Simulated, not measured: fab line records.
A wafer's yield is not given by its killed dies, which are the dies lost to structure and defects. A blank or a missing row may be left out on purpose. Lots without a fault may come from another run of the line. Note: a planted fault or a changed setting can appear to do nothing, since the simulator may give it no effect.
Which tool did it? | flow rit_cmos | Sampling: 13 lots, 39 wafers, 2 of 202 route steps

== WHAT THE GAUGES READ, wafer by wafer ==
RIT_ACTIVE_THK_MEAS_04. Usual: for ACTIVE_NITRIDE_THK the level is 151.4 nm and the standard deviation is 1.6.
lot  | measured    | on            | ACTIVE_NITRIDE_THK (nm)             | flag
L331 | day 1 14:28 | film_metro-03 | 148.4 147.6 148.7                   |
L332 | day 1 19:14 | film_metro-01 | 151.8 153.0 152.6                   |
L333 | day 1 23:58 | film_metro-01 | 151.3 153.0 152.4                   |
L334 | day 2 04:32 | film_metro-03 | 152.2 151.1 150.8                   |
L335 | day 2 09:32 | film_metro-03 | 150.5 150.4 152.4                   |
L336 | day 2 14:51 | film_metro-03 | 151.6 152.1 152.6                   |
L340 | day 3 12:31 | film_metro-04 | 150.3 151.0 150.8                   |
L341 | day 3 16:57 | film_metro-03 | 190.1 190.3 189.4 190.1 190.3 189.4 | OFF
L343 | day 4 03:50 | film_metro-01 | 149.0 149.2 150.4                   |
L349 | day 5 08:02 | film_metro-03 | 149.6 149.9 150.0                   |
L351 | day 5 18:28 | film_metro-03 | 151.2 151.4 150.9                   |
L352 | day 6 00:04 | film_metro-03 | 150.6 149.1 150.4                   |
L353 | day 6 03:33 | film_metro-04 | 150.1 151.7 150.2                   |

== WHAT TOOL EACH LOT RAN ON (gives the tool, then ch and the chambers of the sampled wafers, and finally the start) ==
lot  | RIT_ACTIVE_CVD_03
L331 | lpcvd-01 ch 1, day 1 13:01
L332 | lpcvd-01 ch 1, day 1 17:49
L333 | lpcvd-02 ch 1, day 1 22:34
L334 | lpcvd-02 ch 1, day 2 03:07
L335 | lpcvd-02 ch 1, day 2 08:07
L336 | lpcvd-02 ch 0, day 2 13:26
L340 | lpcvd-01 ch 0, day 3 10:23
L341 | lpcvd-02 ch 1, day 3 15:31
L343 | lpcvd-01 ch 1, day 4 02:25
L349 | lpcvd-01 ch 0, day 5 06:38
L351 | lpcvd-01 ch 0, day 5 16:20
L352 | lpcvd-01 ch 0, day 5 22:39
L353 | lpcvd-01 ch 1, day 6 02:07
- RIT_ACTIVE_CVD_03: deposits Si3N4 from SiH2Cl2/NH3, target thk 150 nm, time 1500 s.

== AS READ BY THE TOOLS THEMSELVES (means over the sampled wafers that have a number; for cases with no such wafer, the mark the record gives instead) ==
RIT_ACTIVE_CVD_03. Usual: spike_tc_centre_C 812.5 C, standard deviation 1.2; spike_tc_load_C 832.1 C, standard deviation 2.1; spike_tc_source_C 830.3 C, standard deviation 2.6.
lot  | tool     | spike_tc_centre_C (C) | spike_tc_load_C (C) | spike_tc_source_C (C) | flag
L331 | lpcvd-01 | 811.0                 | 831.2               | 830.7                 |
L332 | lpcvd-01 | 812.3                 | 831.8               | 830.7                 |
L333 | lpcvd-02 | 811.4                 | 831.7               | 833.2                 |
L334 | lpcvd-02 | 811.4                 | 831.5               | 834.0                 |
L335 | lpcvd-02 | 811.8                 | 830.9               | 833.5                 |
L336 | lpcvd-02 | 813.7                 | 834.0               | 825.9                 |
L340 | lpcvd-01 | 812.2                 | 830.8               | 830.1                 |
L341 | lpcvd-02 | 824.8                 | 844.5               | 846.8                 | OFF
L343 | lpcvd-01 | 812.3                 | 831.0               | 830.1                 |
L349 | lpcvd-01 | 812.2                 | 829.9               | 831.0                 |
L351 | lpcvd-01 | 812.2                 | 831.6               | 831.0                 |
L352 | lpcvd-01 | 813.4                 | 830.9               | 830.7                 |
L353 | lpcvd-01 | 812.1                 | 832.3               | 830.4                 |

== THE ANSWER, worked out from the rows above alone ==
Rule: a lot counts as off when the mean over its wafers that have a number is more than 3 standard deviations away from the usual mean. A lot without any number at a reading at which 4 lots or more have one is off too. Any other lot the step has rows for is counted as sound. After the gauges, taken in route order, come the tools' own readings; for these a lot's mean is taken, as printed above. The first step at which some lot is off is used, and at that step the reading that is off furthest; a lot without a number counts as furthest.
Off: L341, at RIT_ACTIVE_THK_MEAS_04 (ACTIVE_NITRIDE_THK).
A tool fits if, at a process step before that reading, it ran every lot that is off, and no sound lot after the first of them. The gauges at RIT_ACTIVE_THK_MEAS_04 aren't tried: what is off there is off at RIT_ACTIVE_CVD_03 too, on other tools, and a gauge's error can't cause that. One fits: lpcvd-02 at RIT_ACTIVE_CVD_03. A fault onset in the window from L336 (day 2 13:26, its last sound lot) to L341 (day 3 15:31, its first lot off) fits.
The tool's own readings at RIT_ACTIVE_CVD_03 bear it out: on the lots that are off they differ by more than 5 times the standard deviation of the sound lots' means. spike_tc_centre_C reads 824.8 C there against 812.2 C on the sound lots; spike_tc_load_C reads 844.5 C there against 831.5 C on the sound lots; spike_tc_source_C reads 846.8 C there against 830.9 C on the sound lots.

== WHAT THE SIMULATOR PUT IN ==
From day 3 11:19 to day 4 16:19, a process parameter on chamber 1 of lpcvd-02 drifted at RIT_ACTIVE_CVD_03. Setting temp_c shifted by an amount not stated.
Struck lots among those shown: L341. Same finding as the rule above.
